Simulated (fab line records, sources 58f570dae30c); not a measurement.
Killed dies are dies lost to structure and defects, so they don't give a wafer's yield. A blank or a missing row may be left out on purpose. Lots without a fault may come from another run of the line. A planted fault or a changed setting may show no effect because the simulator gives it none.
One fault seen from 2 desks | flow berkeley_cmos170 | each desk has only its own numbers; what lay behind them comes last

THE TOOL OWNER'S DESK: rie_diel-01
The tool's own readings at UCB170_ZERO_ETCH_06 (etches SiO2 in CHF3/CF4/Ar, time 12 s): means of the sampled wafers that have a number, for each lot that ran on this tool. A lot is out of limits, marked OUT, if its mean lies more than 4 standard deviations from the usual mean; the brackets give that distance.
Columns: A = drypump_motor_current_A at UCB170_ZERO_ETCH_06, usual 5.6 A; B = oes_product_au at UCB170_ZERO_ETCH_06, usual 0.614 a.u.; C = throttle_valve_pct at UCB170_ZERO_ETCH_06, usual 9.24 %
lot  | first seen here | A   | B     | C
L188 | day 1 17:55     | 5.8 | 0.607 | 9.13
L189 | day 2 00:26     | 5.7 | 0.614 | 9.28
L193 | day 2 17:17     | 5.3 | 0.605 | 9.11
L195 | day 3 08:21     | 5.0 | 0.624 | 9.19
L197 | day 3 15:38     | 5.7 | 0.632 | 9.28
L200 | day 4 06:28     | 5.3 | 0.625 | 9.19
This desk's finding: nothing out of limits on any of the 6 lots.

THE METROLOGY DESK
What the gauges read, lot by lot, whatever tool the lot ran on: means of the sampled wafers that have a number. A lot is out of limits, marked OUT, if its mean lies more than 4 standard deviations from the usual mean; the brackets give that distance.
Columns: A = PWELL_NITRIDE_THK at UCB170_PWELL_THK_MEAS_06, usual 219.8 nm; B = ACTIVE_OXIDE_THK at UCB170_ACTIVE_THK_MEAS_03, usual 26.3 nm
lot  | first seen here | A     | B
L188 | day 3 07:44     | 221.2 | 25.8
L189 | day 3 07:45     | 218.0 | 26.4
L190 | day 3 14:19     | 218.4 | 26.5
L191 | day 3 14:19     | 218.1 | 26.3
L193 | day 3 16:55     | 217.7 | 26.6
L195 | day 4 11:14     | 219.1 | 26.6
L197 | day 4 17:22     | 220.7 | 25.5
L198 | day 5 01:20     | 221.6 | 26.0
L200 | day 5 16:20     | 220.6 | 26.8
L201 | day 5 23:49     | 222.3 | 26.9
L202 | day 6 05:40     | 221.5 | 25.8
L204 | day 6 14:46     | 220.7 | 26.5
L205 | day 6 14:46     | 221.3 | 26.4
L210 | day 7 16:43     | 220.4 | 26.3
L211 | day 8 07:09     | 218.2 | 26.9
This desk's finding: nothing out of limits on any of the 15 lots.

PUT TOGETHER
The tool owner's desk saw nothing out of limits.
The metrology desk saw nothing out of limits.

WHAT THE SIMULATOR HAD PUT IN
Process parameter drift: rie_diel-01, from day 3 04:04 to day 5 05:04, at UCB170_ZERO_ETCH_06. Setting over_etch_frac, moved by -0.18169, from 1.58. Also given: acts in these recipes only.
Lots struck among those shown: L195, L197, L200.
